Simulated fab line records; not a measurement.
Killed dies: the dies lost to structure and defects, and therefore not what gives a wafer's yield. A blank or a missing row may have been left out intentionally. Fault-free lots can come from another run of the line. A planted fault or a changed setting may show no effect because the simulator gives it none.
fab line records	flow berkeley-cmos170
[record] lots = 14	wafers = 41	last-day = 12
route steps=331 shown CONTACT@224 V1@267 M2@275
lots with no fault: from the same line, run without faults
start-h: start of the lot's first displayed wafer, in hours after the record's first day	wait-h: hours elapsed since this lot's preceding step	" same as the row above	L1.1+2: a single row standing in for several wafers	- value missing, or start not given	* or withheld: withheld	< > ~ a bound
route shown NAME@n: NAME is a module with steps in the file, n the number in the route of the first one	usual: average and standard deviation across the fault-free wafers	same: alike in all rows	chamber/n: place in a boat	sites: each site's reading	_std_site: standard deviation of those values	_edge_site: inner sites' mean taken away from outer sites' mean	radius-mm: how far each site lies from the wafer's centre	mask NAME#n: copy n	behind: the last tool/chamber to shape the wafer	hold: cause of the lot's hold/its duration in hours/its outcome	device: which transistor (n, p or np) failed to switch	end of line: the route-end tests of the same wafers	a step with no rows: only its recipe	killed: at the first sort, the dies lost to defects and structure; wafer yield is something else	map: a wafer's dies, marking killed ones x, the rest . and places with no die _
set.NAME: the run value of the setting; set.NAME@STEP: its run value at that earlier step	model.NAME: the simulator's own value behind a step, which no gauge read
one table for each step of the route and one row for each wafer, over a sample of lots
services: the hour from which a tool's chamber was out of use, counted from the record's first day as start-h (under 0 if before that day), plus the number of hours and why
[[steps]]
[step UCB170_CONTACT_RTA_08]
[recipe] temp-c = 900	time-s = 10	ambient = N2
[usual] lamp-power-pct = 21.4/1.9	wafer_temp_C_max = 903.6/1.1
lot.wafer	tool	chamber	start-h	wait-h	lamp-power-pct	wafer_temp_C_max
L110.2	rtp-anneal-02	0	145.71	0.0	19.6	903.5
L110.4	"	0	"	"	19.6	903.9
L110.6	"	0	"	"	19.6	902.8
L111.1	rtp-anneal-01	0	145.87	0.0	23.5	903.7
L111.3	"	0	"	"	23.5	905.1
L111.4	"	0	"	"	23.5	904.4
L114.1	rtp-anneal-02	0	177.23	0.0	19.6	902.9
L114.4	"	0	"	"	19.6	901.7
L114.5	"	0	"	"	19.6	902.2
L117.1	rtp-anneal-02	0	182.53	0.0	19.6	902.9
L117.2	"	0	"	"	19.5	903.1
L117.3	"	0	"	"	19.6	903.1
L121.2	rtp-anneal-02	0	197.83	0.0	19.6	903.2
L121.3	"	0	"	"	19.6	902.2
L121.4	"	0	"	"	19.5	902.5
L119.1	rtp-anneal-01	0	201.06	0.0	23.5	904.8
L119.4	"	0	"	"	23.5	905.9
L119.5	"	0	"	"	23.5	904.7
L120.2	rtp-anneal-02	0	201.07	0.0	19.6	903.1
L120.5	"	0	"	"	19.6	902.4
L120.6	"	0	"	"	19.6	903.5
L123.1	rtp-anneal-02	0	220.38	0.0	19.6	903.1
L123.2	"	0	"	"	19.6	902.5
L123.6	"	0	"	"	19.6	902.4
L124.1	rtp-anneal-01	0	221.56	0.0	23.5	904.8
L124.2	"	0	"	"	23.5	906.3
L125.1	rtp-anneal-01	0	223.93	0.0	23.5	904.5
L125.2	"	0	"	"	23.5	904.0
L125.3	"	0	"	"	23.5	903.9
L126.1	rtp-anneal-02	0	228.04	0.0	19.6	902.1
L126.3	"	0	"	"	19.6	903.3
L126.4	"	0	"	"	19.6	903.4
L129.3	rtp-anneal-01	0	240.15	0.0	23.5	905.3
L129.5	"	0	"	"	23.5	904.3
L129.6	"	0	"	"	23.5	905.2
L131.2	rtp-anneal-02	0	248.68	0.0	19.6	902.9
L131.3	"	0	"	"	19.6	903.2
L131.4	"	0	"	"	19.6	902.2
L132.4	rtp-anneal-02	0	261.30	0.0	19.6	902.0
L132.5	"	0	"	"	19.6	901.7
L132.6	"	0	"	"	19.6	901.4
[step UCB170_V1_OVL_MEAS_13]
[usual] V1_OVL = -2/4
lot.wafer	tool	chamber	start-h	wait-h	V1_OVL[nm]
L110.2	overlay-01	-	156.84	0.1	-2
L110.4	"	-	"	"	-4
L110.6	"	-	"	"	-6
L111.1	overlay-01	-	156.95	0.1	-12
L111.3	"	-	"	"	-10
L111.4	"	-	"	"	-8
L114.1	overlay-01	-	188.87	0.1	-2
L114.4	"	-	"	"	-3
L114.5	"	-	"	"	2
L117.1	overlay-02	-	193.33	0.1	-6
L117.2	"	-	"	"	-7
L117.3	"	-	"	"	0
L121.2	overlay-01	-	210.07	0.1	-6
L121.3	"	-	"	"	8
L121.4	"	-	"	"	4
L120.2	overlay-01	-	210.19	0.1	-3
L120.5	"	-	"	"	2
L120.6	"	-	"	"	-6
L119.1	overlay-02	-	210.46	0.1	0
L119.4	"	-	"	"	-5
L119.5	"	-	"	"	2
L123.1	overlay-01	-	229.02	0.1	1
L123.2	"	-	"	"	-5
L123.6	"	-	"	"	-2
L124.1	overlay-02	-	229.32	0.1	-1
L124.2	"	-	"	"	-2
L125.1	overlay-01	-	235.37	0.1	-3
L125.2	"	-	"	"	-3
L125.3	"	-	"	"	7
L126.1	overlay-01	-	240.20	0.1	-3
L126.3	"	-	"	"	-3
L126.4	"	-	"	"	1
L129.3	overlay-01	-	250.88	0.1	-6
L129.5	"	-	"	"	-1
L129.6	"	-	"	"	1
L131.2	overlay-01	-	259.34	0.1	-1
L131.3	"	-	"	"	2
L131.4	"	-	"	"	4
L132.4	overlay-01	-	272.39	0.1	2
L132.5	"	-	"	"	2
L132.6	"	-	"	"	4
[step UCB170_M2_HMDS_04]
[recipe] prime-time-s = 60	prime-temp-c = 100
[usual] prime-temp-c = 99.96/0.13
lot.wafer	tool	chamber	start-h	wait-h	prime-temp-c
L110.2	litho-track-02	0	157.62	0.1	99.99
L110.4	"	0	"	"	100.08
L110.6	"	0	"	"	99.95
L111.1	litho-track-04	0	157.72	0.1	99.94
L111.3	"	0	"	"	99.89
L111.4	"	0	"	"	99.70
L114.1	litho-track-02	0	189.99	0.4	99.89
L114.4	"	0	"	"	100.00
L114.5	"	0	"	"	100.02
L117.1	litho-track-04	0	194.10	0.1	99.93
L117.2	"	0	"	"	99.91
L117.3	"	0	"	"	99.97
L121.2	litho-track-01	0	210.94	0.1	99.97
L121.3	"	0	"	"	100.02
L121.4	"	0	"	"	99.88
L120.2	litho-track-02	0	211.18	0.1	99.95
L120.5	"	0	"	"	99.96
L120.6	"	0	"	"	99.98
L119.1	litho-track-04	0	211.27	0.1	100.10
L119.4	"	0	"	"	100.13
L119.5	"	0	"	"	99.95
L123.1	litho-track-02	0	229.79	0.1	100.81
L123.2	"	0	"	"	100.83
L123.6	"	0	"	"	100.95
L124.1	litho-track-02	0	230.24	0.2	100.92
L124.2	"	0	"	"	101.12
L125.1	litho-track-01	0	236.13	0.1	99.88
L125.2	"	0	"	"	99.87
L125.3	"	0	"	"	99.85
L126.1	litho-track-04	0	241.02	0.1	99.92
L126.3	"	0	"	"	100.11
L126.4	"	0	"	"	100.07
L129.3	litho-track-01	0	251.86	0.3	99.86
L129.5	"	0	"	"	100.16
L129.6	"	0	"	"	100.07
L131.2	litho-track-01	0	260.12	0.1	99.78
L131.3	"	0	"	"	99.99
L131.4	"	0	"	"	99.80
L132.4	litho-track-01	0	273.21	0.1	100.06
L132.5	"	0	"	"	100.12
L132.6	"	0	"	"	100.04
[step UCB170_M2_ETCH_17]
[recipe] chemistry = N2/H2	target-depth-a = withheld	overetch-a = withheld	target = BARC	time-s = withheld	source-w = 500	bias-w = 100	pressure-mtorr = 30	n2-flow-sccm = 100	h2-flow-sccm = 200
[usual] drypump-motor-current-A = 5.7/0.36	oes-product-au = 1.005/0.017	throttle-valve-pct = 13.33/0.16
lot.wafer	tool	chamber	start-h	wait-h	drypump-motor-current-A	oes-product-au	throttle-valve-pct
L110.2	rie-diel-04	3	159.32	0.0	6.0	1.026	13.15
L110.4	"	2	"	"	5.9	0.990	13.51
L110.6	"	1	"	"	5.2	0.998	13.10
L111.1	rie-diel-02	0	159.74	0.0	5.9	1.032	13.41
L111.3	"	2	"	"	5.3	1.032	13.30
L111.4	"	3	"	"	5.7	1.004	13.50
L114.1	rie-diel-01	0	192.50	0.0	5.9	0.999	13.47
L114.4	"	2	"	"	5.8	0.995	13.52
L114.5	"	0	"	"	5.9	1.000	13.47
L117.1	rie-diel-01	0	196.17	0.0	5.9	1.002	13.47
L117.2	"	3	"	"	5.9	0.979	13.32
L117.3	"	2	"	"	5.8	1.000	13.51
L121.2	rie-diel-02	2	212.76	0.0	5.3	1.038	13.31
L121.3	"	1	"	"	5.1	0.988	13.33
L121.4	"	0	"	"	5.8	1.009	13.41
L120.2	rie-diel-04	1	213.31	0.0	5.3	0.996	13.09
L120.5	"	3	"	"	6.0	1.036	13.16
L120.6	"	2	"	"	5.9	0.992	13.51
L119.1	rie-diel-01	3	213.91	0.0	5.9	0.977	13.31
L119.4	"	1	"	"	4.9	1.000	13.25
L119.5	"	3	"	"	5.9	0.979	13.29
L123.1	rie-diel-02	3	231.58	0.0	5.7	1.003	13.49
L123.2	"	0	"	"	5.9	1.018	13.40
L123.6	"	3	"	"	5.7	1.004	13.50
L124.1	rie-diel-04	2	232.14	0.0	5.9	0.994	13.51
L124.2	"	0	"	"	6.1	0.999	13.03
L125.1	rie-diel-02	1	238.26	0.0	5.1	1.007	13.34
L125.2	"	0	"	"	5.9	1.023	13.40
L125.3	"	2	"	"	5.3	1.045	13.32
L126.1	rie-diel-04	0	242.90	0.0	6.1	0.985	13.02
L126.3	"	1	"	"	5.2	1.007	13.10
L126.4	"	1	"	"	5.2	0.992	13.10
L129.3	rie-diel-04	1	253.53	0.0	5.2	0.999	13.09
L129.5	"	0	"	"	6.1	0.996	13.04
L129.6	"	1	"	"	5.3	1.007	13.08
L131.2	rie-diel-04	2	262.59	0.0	5.9	1.000	13.52
L131.3	"	0	"	"	6.1	0.995	13.02
L131.4	"	3	"	"	6.0	1.009	13.22
L132.4	rie-diel-02	1	275.25	0.0	5.1	0.991	13.33
L132.5	"	3	"	"	5.7	1.002	13.49
L132.6	"	0	"	"	5.9	1.003	13.41
[[services]]
tool	chamber	start-h	hours	kind
rie-diel-04	2	126.21	6.0	repair
rie-diel-04	-	140.20	0.2	repair
rie-diel-04	0	155.21	22.6	repair
rie-diel-02	0	176.48	5.4	repair
rie-diel-02	3	177.74	2.9	repair
rie-diel-04	0	177.81	-	clean
rie-diel-04	0	177.81	28.8	scheduled-down
rie-diel-04	0	177.81	28.8	vent-cycle
rie-diel-04	2	193.88	7.4	repair
rie-diel-04	3	241.76	-	clean
rie-diel-04	3	241.76	18.6	scheduled-down
rie-diel-04	3	241.76	18.6	vent-cycle
rie-diel-02	2	253.33	8.4	repair
rie-diel-04	2	273.43	3.4	repair
[[key]]
[first-sign] step = UCB170_M2_HMDS_04	reading = prime-temp-c	direction = up	sigmas = 7.5	usual = *	struck = *
effect none on later readings
met-at UCB170_M2_HMDS_04
struck-lots L123,L124
sort-left-out L123.1,L123.2,L123.6,L124.1,L124.2
tester-left-out L123,L124
not-acting-at UCB170_CONTACT_RTA_08,UCB170_V1_OVL_MEAS_13,UCB170_M2_ETCH_17
onset-between 211.18 229.79
[earlier-fault] kind = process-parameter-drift	tool = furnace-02	chamber = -	onset-h = 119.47	steps = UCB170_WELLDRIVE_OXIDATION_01	channel = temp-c	offset = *	shape = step	end-h = 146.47	acts-in = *	stated = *
[earlier-fault] kind = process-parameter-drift	tool = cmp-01	chamber = 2	onset-h = 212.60	steps = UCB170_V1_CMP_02	channel = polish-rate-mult	offset = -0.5	shape = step
[fault] kind = process-parameter-drift	tool = litho-track-02	chamber = -	onset-h = 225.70	steps = UCB170_M2_HMDS_04	channel = prime-temp-c	offset = *	shape = step	acts-in = *	stated = *
// tester-left-out: of these lots the tester's yield and bins aren't shown, on N5 and GAA mostly nor the transistor test; their killed dies are dies lost to structure and defects alone, not to doping, threshold or leakage, so they don't give the yield
// sort-left-out: the simulated sort isn't trusted on such a fault, so these wafers' sort isn't shown, and their yield isn't known
